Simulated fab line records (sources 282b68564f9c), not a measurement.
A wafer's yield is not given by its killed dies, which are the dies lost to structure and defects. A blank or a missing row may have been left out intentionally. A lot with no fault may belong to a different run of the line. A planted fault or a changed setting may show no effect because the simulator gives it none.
fab line records	flow ritCmos
record: lots: 6	wafers: 18	lastDay: 7
route steps=202 shown SILICIDE@167 CONTACT@168 M1@202
lots with no fault: from the same line, run without faults
startH: start of the lot's first displayed wafer, in hours after the record's first day	waitH: hours since the lot's step before	" repeats the value in the row above	L1.1+2: a single row standing in for several wafers	- no value, or no start was given	* or withheld: withheld	< > ~ a bound
route shown NAME@n: names a module that has steps shown in the file, with the first one's number in the route	usual: mean and standard deviation over wafers with no fault	same: alike in all rows	chamber/n: place in a boat	sites: readings site by site	_std_site: the standard deviation of these	_edge_site: inner sites' mean taken away from outer sites' mean	radiusMm: for every site, how far away it sits from the centre of the wafer	mask NAME#n: copy n	behind: tool/chamber where the wafer was last shaped	hold: reason for holding the lot/hours on hold/outcome of the hold	device: transistor that didn't switch, given as n, p or np	end of line: tests of these same wafers at the route's end	step lacking rows: just its recipe	killed: at the first sort, the dies lost to defects and structure; wafer yield is something else	map: the dies of a wafer, with x for killed, . for not killed, _ for no die there
set.NAME: the setting as run; set.NAME@STEP: as run at that earlier step	model.NAME: the simulator's own value behind a step, which no gauge read
a table for each step, a row for each wafer; lots at some steps of the route
services: the hour from which a tool's chamber was out of use, counted from the record's first day as startH (under 0 if before that day), plus the number of hours and why
== steps ==
step: RIT_SILICIDE_RTA_06
recipe: tempC: 750	timeS: 10	idleTempC: 25	rampUpS: 5	rampDownS: 10	coolToC: 25	ambient: N2
usual: wafer_temp_C_max: 752.5/0.6
lot.wafer	tool	chamber	startH	waitH	wafer_temp_C_max
L775.3	rtpAnneal-01	0	62.45	0.0	752.3
L775.4	"	0	"	"	751.8
L775.5	"	0	"	"	751.7
L781.4	rtpAnneal-01	0	96.92	0.0	753.2
L781.5	"	0	"	"	752.7
L781.6	"	0	"	"	751.9
L784.1	rtpAnneal-02	0	106.87	0.0	752.4
L784.3	"	0	"	"	753.7
L784.6	"	0	"	"	753.1
L789.2	rtpAnneal-01	0	131.77	0.0	751.3
L789.3	"	0	"	"	751.3
L789.6	"	0	"	"	751.9
L796.2	rtpAnneal-02	0	166.02	0.0	753.2
L796.5	"	0	"	"	752.6
L796.6	"	0	"	"	752.5
L797.2	rtpAnneal-01	0	170.31	0.0	751.9
L797.3	"	0	"	"	751.8
L797.6	"	0	"	"	751.9
step: RIT_CONTACT_CVD_00
recipe: material: SiO2	targetThkNm: 400	precursor: TEOS	tempC: 390	timeS: 61	rfW: 400
usual: heaterPowerW: 313/45
lot.wafer	tool	chamber	startH	waitH	heaterPowerW
L775.3	pecvd-03	1	62.49	0.0	280
L775.4	"	0	"	"	292
L775.5	"	2	"	"	305
L781.4	pecvd-02	1	96.97	0.0	284
L781.5	"	0	"	"	357
L781.6	"	2	"	"	265
L784.1	pecvd-02	2	106.94	0.1	285
L784.3	"	0	"	"	352
L784.6	"	0	"	"	364
L789.2	pecvd-03	1	131.83	0.0	301
L789.3	"	2	"	"	380
L789.6	"	2	"	"	399
L796.2	pecvd-02	1	166.07	0.0	356
L796.5	"	0	"	"	279
L796.6	"	1	"	"	256
L797.2	pecvd-01	0	170.36	0.0	251
L797.3	"	1	"	"	271
L797.6	"	2	"	"	317
step: RIT_CONTACT_THK_MEAS_01
recipe: reads: SiO2_of_CONTACT_CVD_00
usual: CONTACT_TEOS_THK: 399/4.7
lot.wafer	tool	chamber	startH	waitH	CONTACT_TEOS_THK[nm]
L775.3	filmMetro-04	-	62.56	0.0	398
L775.4	"	-	"	"	407
L775.5	"	-	"	"	407
L781.4	filmMetro-04	-	97.03	0.0	394
L781.5	"	-	"	"	400
L781.6	"	-	"	"	395
L784.1	filmMetro-03	-	106.99	0.0	392
L784.3	"	-	"	"	390
L784.6	"	-	"	"	397
L789.2	filmMetro-03	-	131.89	0.0	398
L789.3	"	-	"	"	395
L789.6	"	-	"	"	405
L796.2	filmMetro-04	-	166.13	0.0	398
L796.5	"	-	"	"	400
L796.6	"	-	"	"	404
L797.2	filmMetro-03	-	170.42	0.0	394
L797.3	"	-	"	"	398
L797.6	"	-	"	"	408
step: RIT_CONTACT_HMDS_02
recipe: primeTimeS: 60	primeTempC: 140
step: RIT_CONTACT_COAT_03
recipe: resist: NOVOLAK	spinRpm: 3250	resistThkNm: 1000
step: RIT_CONTACT_SOFTBAKE_04
recipe: resist: NOVOLAK	tempC: 90	timeS: 60
step: RIT_CONTACT_EXPOSE_05
recipe: maskId: M11	na: 0.6	sourceShape: conventional	sigmaOuter: 0.5	targetCdNm: 1000	doseMj: 250
step: RIT_CONTACT_PEB_06
recipe: resist: NOVOLAK	tempC: withheld	timeS: withheld
step: RIT_CONTACT_DEVELOP_07
recipe: resist: NOVOLAK	developTimeS: 120	devTempC: 23
step: RIT_CONTACT_CD_MEAS_08
recipe: targetCdNm: 1000
usual: cdNm: 1000.1/1.9
lot.wafer	tool	chamber	startH	waitH	cdNm
L775.3	cdSem-02	-	63.79	-	998.3
L775.4	"	-	"	"	1000.7
L775.5	"	-	"	"	1000.2
L781.4	cdSem-02	-	98.23	-	999.4
L781.5	"	-	"	"	1001.2
L781.6	"	-	"	"	1000.5
L784.1	cdSem-02	-	108.14	-	999.5
L784.3	"	-	"	"	998.3
L784.6	"	-	"	"	1000.3
L789.2	cdSem-01	-	133.05	-	997.0
L789.3	"	-	"	"	999.5
L789.6	"	-	"	"	997.1
L796.2	cdSem-02	-	167.29	-	998.1
L796.5	"	-	"	"	999.3
L796.6	"	-	"	"	998.8
L797.2	cdSem-02	-	171.72	-	996.8
L797.3	"	-	"	"	996.1
L797.6	"	-	"	"	995.9
step: RIT_CONTACT_OVL_MEAS_09
usual: CONTACT_OVL: 0.7/1.2
lot.wafer	tool	chamber	startH	waitH	CONTACT_OVL[nm]
L775.3	overlay-02	-	63.88	0.1	2.8
L775.4	"	-	"	"	2.8
L775.5	"	-	"	"	2.4
L781.4	overlay-02	-	98.31	0.1	-0.7
L781.5	"	-	"	"	-0.1
L781.6	"	-	"	"	-0.6
L784.1	overlay-02	-	108.26	0.1	-0.6
L784.3	"	-	"	"	-0.1
L784.6	"	-	"	"	-1.1
L789.2	overlay-01	-	133.16	0.1	1.0
L789.3	"	-	"	"	1.1
L789.6	"	-	"	"	1.1
L796.2	overlay-02	-	167.40	0.1	1.8
L796.5	"	-	"	"	2.1
L796.6	"	-	"	"	2.0
L797.2	overlay-01	-	171.83	0.1	0.0
L797.3	"	-	"	"	0.6
L797.6	"	-	"	"	0.1
step: RIT_CONTACT_HARDBAKE_10
recipe: resist: NOVOLAK	tempC: 140	timeS: 60
step: RIT_CONTACT_ETCH_11
recipe: targetDepthA: 4800	overEtchFrac: 0.2	stopOn: TiSi2	chemistry: CHF3/CF4/Ar	target: SiO2	CHF3_flow_sccm: 50	cf4FlowSccm: 10	Ar_flow_sccm: 100	O2_flow_sccm: 5	pressureMtorr: 100	rfW: 200	timeS: 320
usual: drypumpMotorCurrentA: 5.8/0.36	oesProductAu: 0.995/0.016	rfFwdPowerW: 199.6/0.63	throttleValvePct: 8.90/0.1
lot.wafer	tool	chamber	startH	waitH	drypumpMotorCurrentA	oesProductAu	rfFwdPowerW	rfHoursCounterH	throttleValvePct	model.etch.depthNm	model.CONTACT.featureDepthNm	model.NOVOLAK_of_CONTACT_COAT_03.thkNm
L775.3	rieDiel-01	0	64.06	0.1	5.7	1.006	199.5	92	8.89	397.8	397.8	772.8
L775.4	"	1	"	"	6.0	1.009	200.4	8	8.80	407.4	407.4	763.6
L775.5	"	1	"	"	6.0	1.016	199.3	-	8.80	407.6	407.6	766.8
L781.4	rieDiel-03	1	98.48	0.1	5.4	0.955	199.8	160	8.67	394.3	394.3	760.2
L781.5	"	0	"	"	5.8	0.987	199.7	-	8.84	400.3	400.3	763.1
L781.6	"	3	"	"	5.8	1.005	199.6	-	8.84	395.1	395.1	763
L784.1	rieDiel-03	3	108.54	0.1	5.8	1.003	199.0	27	8.83	391.7	391.7	767.5
L784.3	"	2	"	"	5.8	0.989	198.6	6	8.81	389.7	389.7	767.7
L784.6	"	0	"	"	5.8	0.983	119.9	-	8.85	376.6	376.6	796.6
L789.2	rieDiel-03	2	133.34	0.1	5.9	0.994	199.8	7	8.81	398.5	398.5	764.7
L789.3	"	3	"	"	5.8	0.994	200.0	28	8.84	395.6	395.6	764.7
L789.6	"	0	"	"	5.8	0.985	119.9	-	8.84	368.5	368.5	794
L796.2	rieDiel-01	3	167.58	0.1	5.3	1.017	200.6	8	8.94	397.7	397.7	768.4
L796.5	"	1	"	"	6.0	1.007	199.9	-	8.80	400	400	765.7
L796.6	"	0	"	"	5.7	1.008	199.9	-	8.89	404.2	404.2	767.4
L797.2	rieDiel-01	2	172.01	0.1	6.5	0.986	199.3	145	9.05	394.1	394.1	771.8
L797.3	"	3	"	"	5.2	1.007	200.0	8	8.95	397.5	397.5	772.7
L797.6	"	2	"	"	6.5	0.987	199.7	-	9.07	407.8	407.8	773.5
step: RIT_CONTACT_STRIP_12
recipe: chemistry: O2	timeS: 180	resist: NOVOLAK	platenTempC: withheld	powerW: 500	pressureMtorr: 4000	o2FlowSccm: 4000
usual: drypumpMotorCurrentA: 5.7/0.31
lot.wafer	tool	chamber	startH	waitH	drypumpMotorCurrentA	rfHoursCounterH
L775.3	plasmaAsher-04	1	64.31	0.2	6.5	-
L775.4	"	0	"	"	5.5	-
L775.5	"	0	"	"	5.4	-
L781.4	plasmaAsher-02	0	98.73	0.2	5.6	-
L781.5	"	0	"	"	5.6	-
L781.6	"	1	"	"	5.7	-
L784.1	plasmaAsher-03	0	108.73	0.1	5.5	31
L784.3	"	1	"	"	5.4	-
L784.6	"	1	"	"	5.4	-
L789.2	plasmaAsher-04	0	133.53	0.1	5.5	2
L789.3	"	0	"	"	5.4	-
L789.6	"	0	"	"	5.5	-
L796.2	plasmaAsher-02	0	167.77	0.1	5.6	55
L796.5	"	1	"	"	5.8	-
L796.6	"	0	"	"	5.6	-
L797.2	plasmaAsher-02	0	172.20	0.1	5.6	55
L797.3	"	1	"	"	5.8	-
L797.6	"	0	"	"	5.6	-
step: RIT_M1_PROBE_99
usual: killedAtContacts: 0.1/0.25	killedAtFrontEnd: 6.8/2.7	killedDies: 6.8/2.7	killedOnRim: 1.7/1.2	killedOpen: 3.4/1.8	killedShort: 3.5/1.7
same: grossDies: 264	killed_at_M0_to_M3: 0	killed_at_M4_up: 0	killedAtBackSide: 0	killedAtOther: 0
lot.wafer	tool	chamber	startH	waitH	killedAtContacts	killedAtFrontEnd	killedDies	killedOnRim	killedOpen	killedShort
L775.3	prober-02	-	69.13	0.2	0	9	9	0	5	4
L775.4	prober-02	-	69.18	0.2	0	7	7	3	4	3
L775.5	prober-02	-	69.23	0.2	0	8	8	4	3	5
L781.4	prober-01	-	127.45	0.2	0	7	7	1	5	2
L781.5	prober-01	-	127.50	0.2	0	5	5	1	3	2
L781.6	prober-01	-	127.55	0.2	0	6	6	3	4	2
L784.6	prober-01	-	128.75	1.3	240	9	249	70	5	4
L789.2	prober-01	-	138.36	0.1	0	6	6	1	2	4
L789.3	prober-01	-	138.41	0.2	0	6	6	2	5	1
L789.6	prober-01	-	138.56	0.2	257	7	264	70	5	2
L796.2	prober-01	-	172.51	0.1	0	8	8	2	4	4
L796.5	prober-01	-	172.66	0.2	0	11	11	3	5	6
L796.6	prober-01	-	172.71	0.2	0	12	12	3	8	4
L797.2	prober-02	-	176.93	0.1	0	6	6	1	6	0
L797.3	prober-02	-	176.98	0.2	0	5	5	1	1	4
L797.6	prober-02	-	177.13	0.2	0	9	9	0	7	2
killed by level:class
L775.3 GATE:geometricParticle:short=2 SPACER:geometricParticle:open=2 SILICIDE:geometricParticle:short=2 FOX2:geometricParticle:open=1 GATE:geometricParticle:open=1 REOX:geometricParticle:open=1
L775.4 SILICIDE:geometricParticle:short=2 FOX1:geometricParticle:short=1 FOX1:geometricParticle:open=1 GATE:geometricParticle:open=1 REOX:geometricParticle:open=1 SPACER:geometricParticle:open=1
L775.5 FOX1:geometricParticle:short=3 GATE:geometricParticle:short=2 FOX1:geometricParticle:open=1 GATE:geometricParticle:open=1 SPACER:geometricParticle:open=1
L781.4 FOX1:geometricParticle:open=2 REOX:geometricParticle:open=2 FOX2:geometricParticle:open=1 FOX2:geometricParticle:short=1 REOX:geometricParticle:short=1
L781.5 REOX:geometricParticle:open=2 FOX1:geometricParticle:short=1 FOX1:geometricParticle:open=1 REOX:geometricParticle:short=1
L781.6 GATE:geometricParticle:open=2 FOX1:geometricParticle:open=1 REOX:geometricParticle:open=1 SPACER:geometricParticle:short=1 SILICIDE:geometricParticle:short=1
L784.6 CONTACT:areaEtch=240 GATE:geometricParticle:open=3 GATE:geometricParticle:short=2 SILICIDE:geometricParticle:short=2 FOX2:geometricParticle:open=1 SPACER:geometricParticle:open=1
L789.2 FOX1:geometricParticle:short=2 FOX1:geometricParticle:open=1 GATE:geometricParticle:short=1 SPACER:geometricParticle:short=1 SPACER:geometricParticle:open=1
L789.3 FOX1:geometricParticle:open=2 FOX2:geometricParticle:short=1 GATE:geometricParticle:open=1 REOX:geometricParticle:open=1 SILICIDE:geometricParticle:open=1
L789.6 CONTACT:areaEtch=257 FOX1:geometricParticle:open=3 GATE:geometricParticle:short=1 REOX:geometricParticle:open=1 SPACER:geometricParticle:short=1 SPACER:geometricParticle:open=1
L796.2 GATE:geometricParticle:open=3 GATE:geometricParticle:short=2 SILICIDE:geometricParticle:short=2 FOX1:geometricParticle:open=1
L796.5 GATE:geometricParticle:open=3 FOX1:geometricParticle:short=2 FOX1:geometricParticle:open=2 REOX:geometricParticle:short=2 FOX2:geometricParticle:short=1 GATE:geometricParticle:short=1
L796.6 GATE:geometricParticle:open=3 SPACER:geometricParticle:open=3 FOX2:geometricParticle:open=2 GATE:geometricParticle:short=2 FOX2:geometricParticle:short=1 SPACER:geometricParticle:short=1
L797.2 SPACER:geometricParticle:open=2 SILICIDE:geometricParticle:open=2 FOX2:geometricParticle:open=1 GATE:geometricParticle:open=1
L797.3 REOX:geometricParticle:short=3 SILICIDE:geometricParticle:short=1 SILICIDE:geometricParticle:open=1
L797.6 GATE:geometricParticle:open=2 REOX:geometricParticle:short=2 FOX1:geometricParticle:open=1 FOX2:geometricParticle:open=1 REOX:geometricParticle:open=1 SPACER:geometricParticle:open=1 SILICIDE:geometricParticle:open=1
map L784.6 (x killed, . not)
________xxxxxxx_______
_____xxxxxxxxxxxxx____
____xxxxxxxxxxxxxxx___
___xxxxxxxxxxxxxxxxx__
__xxxxxxx.xxxxxxxxxxx_
__xxxxxxx..xxxxxxxxxx_
_xxxxxxxxxx.x.xxxxxxxx
_xxxxxxxx...xx.xxxxxxx
_xxxxxxxxx...xxxxxxxxx
_xxxxxxxxxx.xxxxxxxxxx
__xxxxxxxx..xxxxxxxxx_
__xxxxxxxxxxxxxxxxxxx_
___xxxxxxxxxxxxxxxxx__
____xxxxxxxxxxxxxxx___
_____xxxxxxxxxxxxx____
________xxxxxxx_______
map L789.6 (x killed, . not)
________xxxxxxx_______
_____xxxxxxxxxxxxx____
____xxxxxxxxxxxxxxx___
___xxxxxxxxxxxxxxxxx__
__xxxxxxxxxxxxxxxxxxx_
__xxxxxxxxxxxxxxxxxxx_
_xxxxxxxxxxxxxxxxxxxxx
_xxxxxxxxxxxxxxxxxxxxx
_xxxxxxxxxxxxxxxxxxxxx
_xxxxxxxxxxxxxxxxxxxxx
__xxxxxxxxxxxxxxxxxxx_
__xxxxxxxxxxxxxxxxxxx_
___xxxxxxxxxxxxxxxxx__
____xxxxxxxxxxxxxxx___
_____xxxxxxxxxxxxx____
________xxxxxxx_______
== services ==
tool	chamber	startH	hours	kind
rieDiel-03	0	46.53	12.1	repair
pecvd-02	-	52.59	14.6	pm
pecvd-03	0	55.32	4.3	repair
pecvd-03	-	57.99	2.8	pm
rtpAnneal-01	-	66.52	0.7	pm
pecvd-01	-	67.24	0.8	repair
pecvd-01	-	71.22	28.1	pm
plasmaAsher-04	-	78.79	21.3	repair
rieDiel-01	3	95.37	2.0	repair
rieDiel-03	1	105.81	-	clean
rieDiel-03	1	105.81	32.3	scheduledDown
rieDiel-03	1	105.81	32.3	ventCycle
rieDiel-01	1	107.04	16.2	repair
plasmaAsher-04	-	108.75	9.0	pm
plasmaAsher-04	0	108.75	9.0	ventCycle
plasmaAsher-04	1	108.75	9.0	ventCycle
plasmaAsher-04	0	117.75	-	clean
plasmaAsher-04	1	117.75	-	clean
plasmaAsher-02	-	126.35	4.3	pm
pecvd-03	-	128.55	0.3	repair
rieDiel-03	-	163.90	0.6	repair
rieDiel-03	0	164.78	6.3	repair
rieDiel-03	-	168.30	0.4	repair
rieDiel-01	1	171.50	2.0	repair
== key ==
firstSign: step: RIT_CONTACT_ETCH_11	reading: rfFwdPowerW	direction: down	sigmas: 99+	usual: 199.6	struck: 119.9
effect: step: RIT_M1_PROBE_99	reading: killedAtContacts	direction: up	sigmas: 99+	usual: 0.1	struck: 248.5
modelEffect: step: RIT_CONTACT_ETCH_11	value: etch.depthNm	without: 401	struck: 372.6
moreKillsBornAt: RIT_CONTACT_ETCH_11@rieDiel-03: 497
metAt RIT_CONTACT_ETCH_11
struckWafers L784.6,L789.6
laterRowsLeftOut L784.6,L789.6
testerLeftOut L784,L789
onsetBetween 98.48 108.54
fault: kind: processParameterDrift	tool: rieDiel-03	chamber: 0	onsetH: 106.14	steps: RIT_CONTACT_ETCH_11	channel: rfW	offset: -80	shape: step	endH: 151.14	actsIn: theseRecipesOnly	stated: 200
testerLeftOut: of these lots the tester's yield and bins aren't shown, on N5 and GAA mostly nor the transistor test; their killed dies are dies lost to structure and defects alone, not to doping, threshold or leakage, so they don't give the yield
laterRowsLeftOut: the simulator's readings of these wafers behind a module that went badly wrong aren't trusted and aren't shown, but for the sort
